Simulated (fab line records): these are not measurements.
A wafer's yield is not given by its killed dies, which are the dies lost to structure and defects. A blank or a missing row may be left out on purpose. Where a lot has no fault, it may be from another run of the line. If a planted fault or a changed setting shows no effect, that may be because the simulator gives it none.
fab line records    flow ritCmos    part 1 of 2: steps 1 to 41 of 44
[record] lots = 6  wafers = 18  lastDay = 6
route steps=202 shown PSD@144 SDANNEAL@153 NSD@158 PLDD@159 NLDD@160 SILICIDE@161 CONTACT@168 M1@184
lots that met no fault: taken from a fault-free run of the same line
startH: start of the lot's first displayed wafer, in hours after the record's first day    waitH: hours since the lot's step before    " as in the row above    L1.1+2: several wafers, shown together as one row    - either no value or no given start    * or withheld: withheld    < > ~ a bound
route shown NAME@n: names a module that has steps shown in the file, with the first one's number in the route    usual: average and standard deviation across the fault-free wafers    same: alike in all rows    chamber/n: place in a boat    sites: each site's reading    _std_site: standard deviation of those values    _edge_site: outer sites' mean less inner sites'    radiusMm: how far each site lies from the wafer's centre    mask NAME#n: copy n    behind: the most recent tool/chamber to have shaped the wafer    hold: why the lot was held/for how many hours/how that ended    device: which transistor (n, p or np) failed to switch    end of line: tests run on the same wafers once the route is complete    step lacking rows: just its recipe    killed: dies lost to structure and defects at the first sort, not the wafer's yield    map: a wafer's dies, x killed, . not, _ none there
set.NAME: the run value of the setting; set.NAME@STEP: its run value at that earlier step    model.NAME: the simulator's own value behind a step, which no gauge read
lots seen at some steps along the route; tables by step, rows by wafer
services: the hour from which a tool's chamber was out of use, counted from the record's first day as startH (under 0 if before that day), plus the number of hours and why
[[steps]]
[step RIT_PSD_SOFTBAKE_02]
[recipe] resist = NOVOLAK  tempC = 90  timeS = 60
[step RIT_PSD_EXPOSE_03]
[recipe] maskId = M10  na = 0.57  targetCdNm = 40900  doseMj = 250
[step RIT_PSD_PEB_04]
[recipe] resist = NOVOLAK  tempC = withheld  timeS = withheld
[step RIT_PSD_DEVELOP_05]
[recipe] resist = NOVOLAK  developTimeS = 50  devTempC = 23
[step RIT_PSD_OVL_MEAS_06]
[usual] PSD_OVL = 1.2/1.5
lot.wafer  tool        chamber  startH  waitH  PSD_OVL[nm]
L867.1     overlay-01  -        54.65   -      -0.2
L867.2     "           -        "       "      1.3
L867.3     "           -        "       "      -0.5
L870.1     overlay-01  -        70.28   -      0.6
L870.3     "           -        "       "      1.7
L870.6     "           -        "       "      2.0
L874.1     overlay-01  -        92.77   -      0.9
L874.2     "           -        "       "      2.9
L874.4     "           -        "       "      -0.5
L876.1     overlay-02  -        100.11  -      2.8
L876.3     "           -        "       "      2.9
L876.4     "           -        "       "      0.7
L877.1     overlay-02  -        106.30  -      1.6
L877.5     "           -        "       "      2.1
L877.6     "           -        "       "      0.0
L883.1     overlay-02  -        133.12  -      1.2
L883.2     "           -        "       "      1.1
L883.4     "           -        "       "      -0.3
[step RIT_PSD_HARDBAKE_07]
[recipe] resist = NOVOLAK  tempC = 140  timeS = 60
[step RIT_PSD_IMPLANT_08]
[recipe] species = BF2  energyKev = 27  doseCm2 = 5e+15  tiltDeg = 7
[step RIT_PSD_STRIP_09]
[recipe] chemistry = O2  timeS = 180  resist = NOVOLAK  platenTempC = withheld  powerW = 500  pressureMtorr = 4000  o2FlowSccm = 4000
[usual] chamberPressureMTorr = 4000/3.2  drypumpMotorCurrentA = 5.3/0.62
lot.wafer  tool            chamber  startH  waitH  chamberPressureMTorr  drypumpMotorCurrentA  rfHoursCounterH
L867.1     plasmaAsher-01  0        54.99   0.1    3997                  5.3                   33
L867.2     "               1        "       "      3995                  4.7                   33
L867.3     "               0        "       "      3998                  5.3                   -
L870.1     plasmaAsher-02  0        70.62   0.1    4002                  6.5                   24
L870.3     "               1        "       "      3999                  5.0                   -
L870.6     "               1        "       "      3998                  4.9                   -
L874.1     plasmaAsher-02  0        93.11   0.1    4000                  6.5                   26
L874.2     "               1        "       "      4003                  4.9                   26
L874.4     "               1        "       "      4004                  4.9                   -
L876.1     plasmaAsher-04  1        100.44  0.1    4000                  5.2                   53
L876.3     "               0        "       "      4005                  4.8                   -
L876.4     "               1        "       "      3998                  5.2                   -
L877.1     plasmaAsher-04  1        106.63  0.1    4004                  5.2                   53
L877.5     "               0        "       "      4005                  4.8                   -
L877.6     "               1        "       "      4004                  5.2                   -
L883.1     plasmaAsher-02  1        133.45  0.1    4001                  5.0                   31
L883.2     "               0        "       "      4003                  6.5                   31
L883.4     "               1        "       "      3998                  4.9                   -
[step RIT_PSD_TW_MEAS_10]
[usual] PSD_TW = 3414/17
lot.wafer  tool          chamber  startH  waitH  PSD_TW
L867.1     filmMetro-02  -        55.16   0.1    3404
L867.2     "             -        "       "      3408
L867.3     "             -        "       "      3381
L870.1     filmMetro-02  -        70.79   0.1    3389
L870.3     "             -        "       "      3403
L870.6     "             -        "       "      3379
L874.1     filmMetro-01  -        93.28   0.1    3439
L874.2     "             -        "       "      3416
L874.4     "             -        "       "      3444
L876.1     filmMetro-03  -        100.62  0.1    3394
L876.3     "             -        "       "      3390
L876.4     "             -        "       "      3409
L877.1     filmMetro-01  -        106.81  0.1    3395
L877.5     "             -        "       "      3416
L877.6     "             -        "       "      3413
L883.1     filmMetro-02  -        133.63  0.1    3440
L883.2     "             -        "       "      3431
L883.4     "             -        "       "      3421
[step RIT_SDANNEAL_CLEAN_00]
[recipe] chemistry = SC1  mix = 3:3:50  timeS = 600  tempC = 75
[step RIT_SDANNEAL_CLEAN_01]
[recipe] chemistry = dHF  dilution = 50:1  timeS = 30
[step RIT_SDANNEAL_CLEAN_02]
[recipe] chemistry = SC2  mix = 3:3:50  timeS = 600  tempC = 75  dry = n2Spin
[step RIT_SDANNEAL_RTA_03]
[recipe] tempC = 1050  timeS = 5  idleTempC = 600  rampUpCPerS = 342  rampDownCPerS = 171  coolToC = 600  ambient = N2
[usual] wafer_temp_C_max = 1053.7/1.2
lot.wafer  tool          chamber  startH  waitH  wafer_temp_C_max
L867.1     rtpAnneal-01  0        55.59   0.0    1052.3
L867.2     "             0        "       "      1054.2
L867.3     "             0        "       "      1054.2
L870.1     rtpAnneal-02  0        71.22   0.0    1053.5
L870.3     "             0        "       "      1056.1
L870.6     "             0        "       "      1052.9
L874.1     rtpAnneal-02  0        93.74   0.0    1055.8
L874.2     "             0        "       "      1053.5
L874.4     "             0        "       "      1054.5
L876.1     rtpAnneal-02  0        101.05  0.0    1052.3
L876.3     "             0        "       "      1052.9
L876.4     "             0        "       "      1052.7
L877.1     rtpAnneal-01  0        107.25  0.0    1052.6
L877.5     "             0        "       "      1053.4
L877.6     "             0        "       "      1053.3
L883.1     rtpAnneal-01  0        134.06  0.0    1053.4
L883.2     "             0        "       "      1052.8
L883.4     "             0        "       "      1053.8
[step RIT_SDANNEAL_RS_MEAS_04]
[recipe] thkMeasGauge = four-point-probe
[usual] PSD_RS = 115.9/0.32
lot.wafer  tool          chamber  startH  waitH  hold                     PSD_RS[ohm/sq]
L867.1     filmMetro-03  -        55.65   0.0    -                        115.9
L867.2     "             -        "       "      -                        115.7
L867.3     "             -        "       "      -                        115.6
L870.1     filmMetro-02  -        71.28   0.0    -                        116.5
L870.3     "             -        "       "      -                        116.4
L870.6     "             -        "       "      -                        116.4
L874.1     filmMetro-01  -        93.80   0.0    awaitDispo/0.2h/release  114.2
L874.2     "             -        "       "      awaitDispo/0.2h/release  114.7
L874.4     "             -        "       "      awaitDispo/0.2h/release  114.8
L874.1     filmMetro-01  -        94.16   0.3    -                        114.4
L874.2     "             -        "       "      -                        114.8
L874.4     "             -        "       "      -                        114.5
L876.1     filmMetro-02  -        101.10  0.0    awaitDispo/0.2h/release  114.6
L876.3     "             -        "       "      awaitDispo/0.2h/release  114.4
L876.4     "             -        "       "      awaitDispo/0.2h/release  114.7
L876.1     filmMetro-02  -        101.46  0.3    -                        114.6
L876.3     "             -        "       "      -                        114.4
L876.4     "             -        "       "      -                        115.0
L877.1     filmMetro-02  -        107.31  0.0    -                        116.0
L877.5     "             -        "       "      -                        115.9
L877.6     "             -        "       "      -                        116.0
L883.1     filmMetro-01  -        134.11  0.0    -                        115.6
L883.2     "             -        "       "      -                        115.4
L883.4     "             -        "       "      -                        115.7
[step RIT_SDANNEAL_RS_MEAS_05]
[recipe] thkMeasGauge = four-point-probe
[usual] NSD_RS = 84.5/0.33
lot.wafer  tool          chamber  startH  waitH  hold                     NSD_RS[ohm/sq]
L867.1     filmMetro-03  -        55.77   0.1    -                        84.7
L867.2     "             -        "       "      -                        84.5
L867.3     "             -        "       "      -                        84.8
L870.1     filmMetro-02  -        71.40   0.1    -                        84.6
L870.3     "             -        "       "      -                        84.3
L870.6     "             -        "       "      -                        84.7
L874.1     filmMetro-01  -        99.56   5.4    awaitDispo/5.3h/release  84.0
L874.2     "             -        "       "      awaitDispo/5.3h/release  84.1
L874.4     "             -        "       "      awaitDispo/5.3h/release  83.7
L876.1     filmMetro-02  -        105.83  4.3    awaitDispo/4.2h/release  84.6
L876.3     "             -        "       "      awaitDispo/4.2h/release  84.6
L876.4     "             -        "       "      awaitDispo/4.2h/release  84.4
L877.1     filmMetro-02  -        107.43  0.1    -                        84.6
L877.5     "             -        "       "      -                        84.4
L877.6     "             -        "       "      -                        84.3
L883.1     filmMetro-01  -        134.23  0.1    -                        84.3
L883.2     "             -        "       "      -                        84.0
L883.4     "             -        "       "      -                        84.3
[step RIT_SDANNEAL_RS_MEAS_06]
[recipe] thkMeasGauge = four-point-probe
[usual] PLDD_RS = 178.7/0.52
lot.wafer  tool          chamber  startH  waitH  hold                     PLDD_RS[ohm/sq]
L867.1     filmMetro-03  -        55.89   0.1    -                        179.3
L867.2     "             -        "       "      -                        178.3
L867.3     "             -        "       "      -                        178.6
L870.1     filmMetro-02  -        71.52   0.1    -                        179.5
L870.3     "             -        "       "      -                        179.1
L870.6     "             -        "       "      -                        179.5
L874.1     filmMetro-01  -        99.68   0.1    awaitDispo/0.2h/release  176.8
L874.2     "             -        "       "      awaitDispo/0.2h/release  177.5
L874.4     "             -        "       "      awaitDispo/0.2h/release  176.9
L874.1     filmMetro-01  -        99.97   0.3    -                        176.9
L874.2     "             -        "       "      -                        177.1
L874.4     "             -        "       "      -                        176.6
L876.1     filmMetro-02  -        105.95  0.1    -                        177.4
L876.3     "             -        "       "      -                        177.4
L876.4     "             -        "       "      -                        177.7
L877.1     filmMetro-02  -        107.55  0.1    -                        178.2
L877.5     "             -        "       "      -                        179.2
L877.6     "             -        "       "      -                        179.2
L883.1     filmMetro-01  -        134.35  0.1    -                        177.5
L883.2     "             -        "       "      -                        177.7
L883.4     "             -        "       "      -                        177.5
[step RIT_SDANNEAL_RS_MEAS_07]
[recipe] thkMeasGauge = four-point-probe
[usual] NLDD_RS = 151.6/0.53
lot.wafer  tool          chamber  startH  waitH  NLDD_RS[ohm/sq]
L867.1     filmMetro-03  -        56.01   0.1    151.2
L867.2     "             -        "       "      151.5
L867.3     "             -        "       "      151.5
L870.1     filmMetro-02  -        71.64   0.1    152.1
L870.3     "             -        "       "      152.1
L870.6     "             -        "       "      152.2
L874.1     filmMetro-01  -        100.09  0.1    150.5
L874.2     "             -        "       "      150.4
L874.4     "             -        "       "      150.6
L876.1     filmMetro-02  -        106.07  0.1    151.1
L876.3     "             -        "       "      151.3
L876.4     "             -        "       "      151.1
L877.1     filmMetro-02  -        107.67  0.1    151.9
L877.5     "             -        "       "      151.5
L877.6     "             -        "       "      151.9
L883.1     filmMetro-01  -        134.47  0.1    151.3
L883.2     "             -        "       "      151.3
L883.4     "             -        "       "      150.8
[step RIT_SILICIDE_WET_ETCH_00]
[recipe] chemistry = BOE  target = SiO2  targetDepthNm = 14  timeS = 15  dry = n2Spin  dilution = 10:1  tempC = 21.5
[step RIT_SILICIDE_SPUTTER_01]
[recipe] material = Ti  targetThkNm = 30  powerW = 350  chamberPressurePa = 0.667  gas = Ar  timeS = 240  substrateTempC = 25
[usual] throttleValvePct = 30.1/1
lot.wafer  tool           chamber  startH  waitH  throttleValvePct
L867.1     pvdSputter-03  -        56.14   0.0    29.5
L867.2     "              -        "       "      29.2
L867.3     "              -        "       "      31.9
L870.1     pvdSputter-01  -        71.77   0.0    29.1
L870.3     "              -        "       "      30.3
L870.6     "              -        "       "      29.3
L874.1     pvdSputter-01  -        100.22  0.0    30.2
L874.2     "              -        "       "      29.7
L874.4     "              -        "       "      29.3
L876.1     pvdSputter-01  -        106.20  0.0    29.8
L876.3     "              -        "       "      29.4
L876.4     "              -        "       "      30.3
L877.1     pvdSputter-03  -        107.80  0.0    29.5
L877.5     "              -        "       "      29.0
L877.6     "              -        "       "      31.2
L883.1     pvdSputter-03  -        134.61  0.0    31.1
L883.2     "              -        "       "      29.5
L883.4     "              -        "       "      29.2
[step RIT_SILICIDE_RS_MEAS_02]
[recipe] thkMeasGauge = four-point-probe  reads = Ti_of_SILICIDE_SPUTTER_01
[usual] SILICIDE_TI_RS = 47.9/0.65
lot.wafer  tool          chamber  startH  waitH  SILICIDE_TI_RS[ohm/sq]
L867.1     filmMetro-04  -        56.29   0.1    47.0
L867.2     "             -        "       "      48.1
L867.3     "             -        "       "      48.6
L870.1     filmMetro-04  -        71.92   0.1    47.5
L870.3     "             -        "       "      47.5
L870.6     "             -        "       "      47.5
L874.1     filmMetro-03  -        100.37  0.1    47.0
L874.2     "             -        "       "      47.8
L874.4     "             -        "       "      47.6
L876.1     filmMetro-04  -        106.35  0.1    47.9
L876.3     "             -        "       "      47.9
L876.4     "             -        "       "      48.1
L877.1     filmMetro-04  -        107.95  0.1    46.4
L877.5     "             -        "       "      46.8
L877.6     "             -        "       "      47.2
L883.1     filmMetro-03  -        134.76  0.1    47.2
L883.2     "             -        "       "      47.1
L883.4     "             -        "       "      47.3
[step RIT_SILICIDE_THK_MEAS_03]
[recipe] thkMeasGauge = xrf  reads = Ti_of_SILICIDE_SPUTTER_01
[usual] SILICIDE_TI_THK = 29.6/0.33
lot.wafer  tool          chamber  startH  waitH  SILICIDE_TI_THK[nm]
L867.1     filmMetro-04  -        56.41   0.1    29.8
L867.2     "             -        "       "      29.4
L867.3     "             -        "       "      29.1
L870.1     filmMetro-04  -        72.04   0.1    29.7
L870.3     "             -        "       "      29.8
L870.6     "             -        "       "      29.9
L874.1     filmMetro-03  -        100.49  0.1    30.1
L874.2     "             -        "       "      29.6
L874.4     "             -        "       "      29.8
L876.1     filmMetro-04  -        106.47  0.1    29.5
L876.3     "             -        "       "      29.5
L876.4     "             -        "       "      29.4
L877.1     filmMetro-04  -        108.07  0.1    30.1
L877.5     "             -        "       "      30.1
L877.6     "             -        "       "      29.8
L883.1     filmMetro-03  -        134.88  0.1    30.2
L883.2     "             -        "       "      30.2
L883.4     "             -        "       "      30.0
[step RIT_SILICIDE_RTA_04]
[recipe] tempC = 650  timeS = 10  idleTempC = 25  rampUpS = 5  rampDownS = 5  coolToC = 25  ambient = N2
[step RIT_SILICIDE_WET_ETCH_05]
[recipe] chemistry = SPM  target = Ti  tempC = 90  timeS = 120  dry = n2Spin
[step RIT_SILICIDE_RTA_06]
[recipe] tempC = 750  timeS = 10  idleTempC = 25  rampUpS = 5  rampDownS = 10  coolToC = 25  ambient = N2
[step RIT_CONTACT_CVD_00]
[recipe] material = SiO2  targetThkNm = 400  precursor = TEOS  tempC = 390  timeS = 61  rfW = 400
[step RIT_CONTACT_THK_MEAS_01]
[recipe] reads = SiO2_of_CONTACT_CVD_00
[usual] CONTACT_TEOS_THK = 401/5
lot.wafer  tool          chamber  startH  waitH  CONTACT_TEOS_THK[nm]
L867.1     filmMetro-02  -        56.70   0.0    395
L867.2     "             -        "       "      397
L867.3     "             -        "       "      400
L870.1     filmMetro-04  -        72.33   0.0    400
L870.3     "             -        "       "      406
L870.6     "             -        "       "      410
L874.1     filmMetro-04  -        100.90  0.0    397
L874.2     "             -        "       "      395
L874.4     "             -        "       "      403
L876.1     filmMetro-02  -        106.76  0.0    392
L876.3     "             -        "       "      398
L876.4     "             -        "       "      400
L877.1     filmMetro-02  -        108.36  0.0    395
L877.5     "             -        "       "      404
L877.6     "             -        "       "      401
L883.1     filmMetro-04  -        135.16  0.0    399
L883.2     "             -        "       "      400
L883.4     "             -        "       "      410
[step RIT_CONTACT_HMDS_02]
[recipe] primeTimeS = 60  primeTempC = 140
[step RIT_CONTACT_COAT_03]
[recipe] resist = NOVOLAK  spinRpm = 3250  resistThkNm = 1000
[step RIT_CONTACT_SOFTBAKE_04]
[recipe] resist = NOVOLAK  tempC = 90  timeS = 60
[step RIT_CONTACT_EXPOSE_05]
[recipe] maskId = M11  na = 0.6  sourceShape = conventional  sigmaOuter = 0.5  targetCdNm = 1000  doseMj = 250
[step RIT_CONTACT_PEB_06]
[recipe] resist = NOVOLAK  tempC = withheld  timeS = withheld
[step RIT_CONTACT_DEVELOP_07]
[recipe] resist = NOVOLAK  developTimeS = 120  devTempC = 23
[step RIT_CONTACT_CD_MEAS_08]
[recipe] targetCdNm = 1000
[usual] cdNm = 998.9/2.1
lot.wafer  tool      chamber  startH  waitH  cdNm
L867.1     cdSem-01  -        57.85   -      996.8
L867.2     "         -        "       "      1000.2
L867.3     "         -        "       "      999.6
L870.1     cdSem-02  -        73.35   -      999.1
L870.3     "         -        "       "      999.4
L870.6     "         -        "       "      998.9
L874.1     cdSem-01  -        102.08  -      999.7
L874.2     "         -        "       "      999.8
L874.4     "         -        "       "      999.9
L876.1     cdSem-01  -        108.31  -      996.3
L876.3     "         -        "       "      996.3
L876.4     "         -        "       "      998.5
L877.1     cdSem-02  -        109.51  -      999.8
L877.5     "         -        "       "      1000.9
L877.6     "         -        "       "      1000.2
L883.1     cdSem-02  -        136.58  -      998.9
L883.2     "         -        "       "      999.4
L883.4     "         -        "       "      999.3
[step RIT_CONTACT_OVL_MEAS_09]
[usual] CONTACT_OVL = 0.6/1.2
lot.wafer  tool        chamber  startH  waitH  CONTACT_OVL[nm]
L867.1     overlay-01  -        57.97   0.1    0.9
L867.2     "           -        "       "      -0.4
L867.3     "           -        "       "      0.7
L870.1     overlay-01  -        73.48   0.1    1.2
L870.3     "           -        "       "      -1.2
L870.6     "           -        "       "      0.0
L874.1     overlay-01  -        102.20  0.1    2.2
L874.2     "           -        "       "      2.4
L874.4     "           -        "       "      1.8
L876.1     overlay-02  -        108.43  0.1    0.8
L876.3     "           -        "       "      -0.5
L876.4     "           -        "       "      0.2
L877.1     overlay-01  -        109.63  0.1    -0.5
L877.5     "           -        "       "      -0.6
L877.6     "           -        "       "      0.7
L883.1     overlay-01  -        136.70  0.1    0.1
L883.2     "           -        "       "      -0.3
L883.4     "           -        "       "      0.5
[step RIT_CONTACT_HARDBAKE_10]
[recipe] resist = NOVOLAK  tempC = 140  timeS = 60
[step RIT_CONTACT_ETCH_11]
[recipe] targetDepthA = 4800  overEtchFrac = 0.2  stopOn = TiSi2  chemistry = CHF3/CF4/Ar  target = SiO2  CHF3_flow_sccm = 50  cf4FlowSccm = 10  Ar_flow_sccm = 100  O2_flow_sccm = 5  pressureMtorr = 100  rfW = 200  timeS = 320
[usual] chamberPressureMTorr = 99.98/0.095  drypumpMotorCurrentA = 5.6/0.58  oesProductAu = 0.992/0.015  throttleValvePct = 8.82/0.13
[same] overEtchFrac = 0.2
lot.wafer  tool        chamber  startH  waitH  chamberPressureMTorr  drypumpMotorCurrentA  oesProductAu  rfHoursCounterH  throttleValvePct
L867.1     rieDiel-04  0        58.16   0.1    100.01                5.7                   0.981         40               8.91
L867.2     "           2        "       "      100.01                6.5                   0.985         0                8.83
L867.3     "           3        "       "      100.03                5.9                   1.007         35               8.81
L870.1     rieDiel-02  0        73.72   0.1    100.07                5.2                   1.008         52               8.79
L870.3     "           2        "       "      99.99                 5.0                   0.989         98               8.73
L870.6     "           1        "       "      100.04                5.8                   0.969         -                8.91
L874.1     rieDiel-03  0        102.39  0.1    100.05                5.2                   0.992         23               8.78
L874.2     "           1        "       "      99.88                 5.3                   0.984         9                8.75
L874.4     "           3        "       "      99.98                 4.9                   1.011         54               8.59
L876.1     rieDiel-02  0        108.72  0.1    99.97                 5.2                   1.016         53               8.78
L876.3     "           3        "       "      99.93                 6.0                   1.019         95               8.98
L876.4     "           1        "       "      99.94                 5.7                   0.976         53               8.95
L877.1     rieDiel-03  2        109.82  0.1    100.03                6.5                   0.979         6                9.04
L877.5     "           1        "       "      99.84                 5.3                   0.983         -                8.74
L877.6     "           0        "       "      100.06                5.2                   0.990         -                8.79
L883.1     rieDiel-04  3        137.03  0.1    99.95                 5.9                   1.002         37               8.82
L883.2     "           0        "       "      99.99                 5.7                   0.980         41               8.92
L883.4     "           2        "       "      99.94                 6.5                   0.990         2                8.84
[step RIT_CONTACT_STRIP_12]
[recipe] chemistry = O2  timeS = 180  resist = NOVOLAK  platenTempC = withheld  powerW = 500  pressureMtorr = 4000  o2FlowSccm = 4000
[usual] chamberPressureMTorr = 4000/4.1  drypumpMotorCurrentA = 5.4/0.48
lot.wafer  tool            chamber  startH  waitH  chamberPressureMTorr  drypumpMotorCurrentA  rfHoursCounterH
L867.1     plasmaAsher-02  1        58.35   0.1    4004                  5.0                   22
L867.2     "               0        "       "      4000                  6.5                   22
L867.3     "               1        "       "      4005                  5.0                   -
L870.1     plasmaAsher-03  0        73.91   0.1    4005                  5.8                   48
L870.3     "               1        "       "      3996                  5.5                   -
L870.6     "               0        "       "      4001                  5.8                   -
L874.1     plasmaAsher-04  0        102.58  0.1    4005                  4.8                   52
L874.2     "               1        "       "      4007                  5.2                   52
L874.4     "               0        "       "      4000                  4.8                   -
L876.1     plasmaAsher-03  1        108.91  0.1    4003                  5.4                   51
L876.3     "               0        "       "      4002                  5.8                   -
L876.4     "               1        "       "      4000                  5.4                   -
L877.1     plasmaAsher-02  0        110.01  0.1    4003                  6.5                   28
L877.5     "               0        "       "      4000                  6.5                   -
L877.6     "               1        "       "      4003                  5.0                   -
L883.1     plasmaAsher-03  0        137.22  0.1    3998                  5.8                   55
L883.2     "               1        "       "      4008                  5.4                   55
L883.4     "               0        "       "      3996                  5.8                   -
[step RIT_CONTACT_CD_MEAS_90]
[recipe] targetCdNm = 1000
[usual] cdNm = 999.0/2.1
lot.wafer  tool      chamber  startH  waitH  cdNm
L867.1     cdSem-01  -        58.53   0.1    996.4
L867.2     "         -        "       "      1000.2
L867.3     "         -        "       "      999.6
L870.1     cdSem-02  -        74.09   0.1    999.2
L870.3     "         -        "       "      999.3
L870.6     "         -        "       "      999.1
L874.1     cdSem-02  -        102.76  0.1    1000.3
L874.2     "         -        "       "      1000.3
L874.4     "         -        "       "      999.8
L876.1     cdSem-01  -        109.09  0.1    995.9
L876.3     "         -        "       "      996.9
L876.4     "         -        "       "      998.0
L877.1     cdSem-01  -        110.19  0.1    1000.4
L877.5     "         -        "       "      1001.2
L877.6     "         -        "       "      1001.0
L883.1     cdSem-01  -        137.39  0.1    999.0
L883.2     "         -        "       "      999.2
L883.4     "         -        "       "      999.0
[step RIT_CONTACT_CLEAN_13]
[recipe] chemistry = SC1  mix = 3:3:50  timeS = 600  tempC = 75
[step RIT_CONTACT_CLEAN_14]
[recipe] chemistry = SC2  mix = 3:3:50  timeS = 600  tempC = 75  dry = n2Spin
[step RIT_M1_SPUTTER_00]
[recipe] material = Al  targetThkNm = 400  powerW = 2000  chamberPressurePa = 0.4  gas = Ar  timeS = 500  substrateTempC = 25
[usual] throttleValvePct = 30.3/0.81
lot.wafer  tool           chamber  startH  waitH  throttleValvePct
L867.1     pvdSputter-04  -        59.17   0.0    30.2
L867.2     "              -        "       "      30.0
L867.3     "              -        "       "      31.7
L870.1     pvdSputter-02  -        74.56   0.0    29.4
L870.3     "              -        "       "      31.6
L870.6     "              -        "       "      29.1
L874.1     pvdSputter-02  -        103.23  0.0    30.4
L874.2     "              -        "       "      29.9
L874.4     "              -        "       "      29.7
L876.1     pvdSputter-02  -        109.56  0.0    29.4
L876.3     "              -        "       "      31.8
L876.4     "              -        "       "      30.0
L877.1     pvdSputter-04  -        110.66  0.0    29.7
L877.5     "              -        "       "      29.9
L877.6     "              -        "       "      31.6
L883.1     pvdSputter-01  -        137.88  0.0    29.8
L883.2     "              -        "       "      29.4
L883.4     "              -        "       "      30.0
[[key]]
[firstSign] step = RIT_SDANNEAL_RS_MEAS_04  reading = visit  direction = added
[effect] step = RIT_SDANNEAL_RS_MEAS_04  reading = PSD_RS  direction = down  sigmas = 4.1  usual = 115.9  struck = 114.6
[effect] step = RIT_SDANNEAL_RS_MEAS_06  reading = visit  direction = added
[modelEffect] step = RIT_M1_METAL_ETCH_12  value = M1.cdNm  without = 2602  struck = 2617
metAt RIT_SDANNEAL_RTA_03
struckWafers L874.1,L874.2,L874.4,L876.1,L876.3,L876.4
testerLeftOut L874,L876
[loopTrim] step = RIT_M1_EXPOSE_06  setting = dose  lots = L876
onsetBetween 71.22 93.74
[fault] kind = processParameterDrift  tool = rtpAnneal-02  chamber = -  onsetH = 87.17  steps = RIT_SDANNEAL_RTA_03  channel = timeS  offset = *  shape = step  endH = 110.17  actsIn = *  stated = *
// testerLeftOut: of these lots the tester's yield and bins aren't shown, on N5 and GAA mostly nor the transistor test; their killed dies are dies lost to structure and defects alone, not to doping, threshold or leakage, so they don't give the yield
// loopTrim: a control loop set the setting to another value than it would have without faults
